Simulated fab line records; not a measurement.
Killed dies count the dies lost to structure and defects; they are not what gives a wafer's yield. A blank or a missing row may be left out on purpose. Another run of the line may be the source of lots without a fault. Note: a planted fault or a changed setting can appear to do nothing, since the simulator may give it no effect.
Commonality check across tools    flow berkeley-cmos170    14 lots and 48 wafers in the sample

WHY IT WAS OPENED
UCB170_PSD_TW_MEAS_10, reading PSD_TW: flagged on 2 of 14 lots. Wafers without a fault read 2305, standard deviation 12.
Rule: flag the lot when none of its wafers has a number, or when each of its wafers that has one lies beyond 4 standard deviations from that mean. The other lots count as sound.

lot   measured      on             PSD_TW, wafer by wafer         flag
L582  day 7 23:20   film-metro-03  2304 2305 2307                 
L583  day 7 23:50   film-metro-03  2302 2295 2308                 
L586  day 8 06:19   film-metro-03  2293 2311 2287                 
L588  day 9 02:23   film-metro-02  2334 2331 2329                 
L587  day 9 02:41   film-metro-03  2295 2302 2291                 
L590  day 9 10:39   film-metro-01  2304 2302 2304                 
L593  day 9 11:06   film-metro-01  2302 2301 2303                 
L591  day 9 11:27   film-metro-01  2309 2305 2311                 
L594  day 10 02:19  film-metro-02  2306 2306 2306                 
L598  day 10 19:41  film-metro-02  2309 2304 2308                 
L597  day 10 19:56  film-metro-03  2299 2312 2292                 
L596  day 10 20:10  film-metro-01  2732 2732 2745 2716 2719 2734  FLAGGED
L600  day 11 11:39  film-metro-02  2324 2335 2315                 
L601  day 11 12:02  film-metro-01  2736 2718 2736 2727 2724 2711  FLAGGED
On average the flagged lots' numbers are 2728, which is +422 against the usual, or +35 standard deviations.

TOOL THAT RAN EACH LOT
The record holds 2 process steps before the reading, out of a route of 331 steps. Cell contents, in order: the tool; ch with the chambers the sampled wafers went through; the start.
lot   flag     UCB170_PSD_IMPLANT_08            UCB170_PSD_STRIP_09
L582           implanter-04 ch 0, day 7 23:05   plasma-asher-02 ch 0,1, day 7 23:14
L583           implanter-01 ch 0, day 7 23:35   plasma-asher-02 ch 0,1, day 7 23:44
L586           implanter-03 ch 0, day 8 06:04   plasma-asher-02 ch 0,1, day 8 06:13
L588           implanter-04 ch 0, day 9 02:08   plasma-asher-02 ch 0,1, day 9 02:16
L587           implanter-03 ch 0, day 9 02:26   plasma-asher-01 ch 0,1, day 9 02:34
L590           implanter-01 ch 0, day 9 10:24   plasma-asher-01 ch 0,1, day 9 10:33
L593           implanter-01 ch 0, day 9 10:52   plasma-asher-01 ch 0,1, day 9 10:59
L591           implanter-01 ch 0, day 9 11:13   plasma-asher-03 ch 0,1, day 9 11:20
L594           implanter-01 ch 0, day 10 02:05  plasma-asher-02 ch 0,1, day 10 02:13
L598           implanter-03 ch 0, day 10 19:27  plasma-asher-02 ch 0,1, day 10 19:34
L597           implanter-04 ch 0, day 10 19:43  plasma-asher-01 ch 0,1, day 10 19:51
L596  FLAGGED  implanter-01 ch 0, day 10 19:56  plasma-asher-03 ch 0,1, day 10 20:04
L600           implanter-04 ch 0, day 11 11:26  plasma-asher-01 ch 0,1, day 11 11:34
L601  FLAGGED  implanter-01 ch 0, day 11 11:47  plasma-asher-01 ch 1, day 11 11:55
What is done by these steps:
- UCB170_PSD_IMPLANT_08
- UCB170_PSD_STRIP_09: strips in O2.
- UCB170_PSD_TW_MEAS_10

FLAGGED AGAINST TOTAL, ONE TOOL AT A TIME (gauges that did the reading follow at the end)
step                   tool             lots run  flagged  share of the flagged lots  sound lots run after its first flagged lot
UCB170_PSD_IMPLANT_08  implanter-01     7         2        all                        0
UCB170_PSD_IMPLANT_08  implanter-03     3         0        none                       -
UCB170_PSD_IMPLANT_08  implanter-04     4         0        none                       -
UCB170_PSD_STRIP_09    plasma-asher-01  6         1        some                       0
UCB170_PSD_STRIP_09    plasma-asher-02  6         0        none                       -
UCB170_PSD_STRIP_09    plasma-asher-03  2         1        some                       0
UCB170_PSD_TW_MEAS_10  film-metro-01    5         2        all                        0
UCB170_PSD_TW_MEAS_10  film-metro-02    4         0        none                       -
UCB170_PSD_TW_MEAS_10  film-metro-03    5         0        none                       -

THE TABLE: WHAT IT ALLOWS
Every flagged lot went through 2 rows of the table: implanter-01 at UCB170_PSD_IMPLANT_08 and film-metro-01 at UCB170_PSD_TW_MEAS_10.
- implanter-01 at UCB170_PSD_IMPLANT_08: 2 of its 7 lots flagged. A fault beginning between L594 (day 10 02:05), its last sound lot, and L596 (day 10 19:56), its first flagged one, fits the data. Its own readings lie more than 4 standard deviations out on every wafer of the flagged lots: dose-ions-cm2, end-station-pressure-torr, faraday-current-uA.
- film-metro-01 at UCB170_PSD_TW_MEAS_10: 2 of its 5 lots flagged. A fault beginning between L591 (day 9 11:27), its last sound lot, and L596 (day 10 20:10), its first flagged one, fits the data.
Because each of these 2 tools fits a fault that began at some hour, counting lots does not separate them. More lots, or a look at what each step does to the wafer, might.

WHAT THE SIMULATOR HAD PUT IN
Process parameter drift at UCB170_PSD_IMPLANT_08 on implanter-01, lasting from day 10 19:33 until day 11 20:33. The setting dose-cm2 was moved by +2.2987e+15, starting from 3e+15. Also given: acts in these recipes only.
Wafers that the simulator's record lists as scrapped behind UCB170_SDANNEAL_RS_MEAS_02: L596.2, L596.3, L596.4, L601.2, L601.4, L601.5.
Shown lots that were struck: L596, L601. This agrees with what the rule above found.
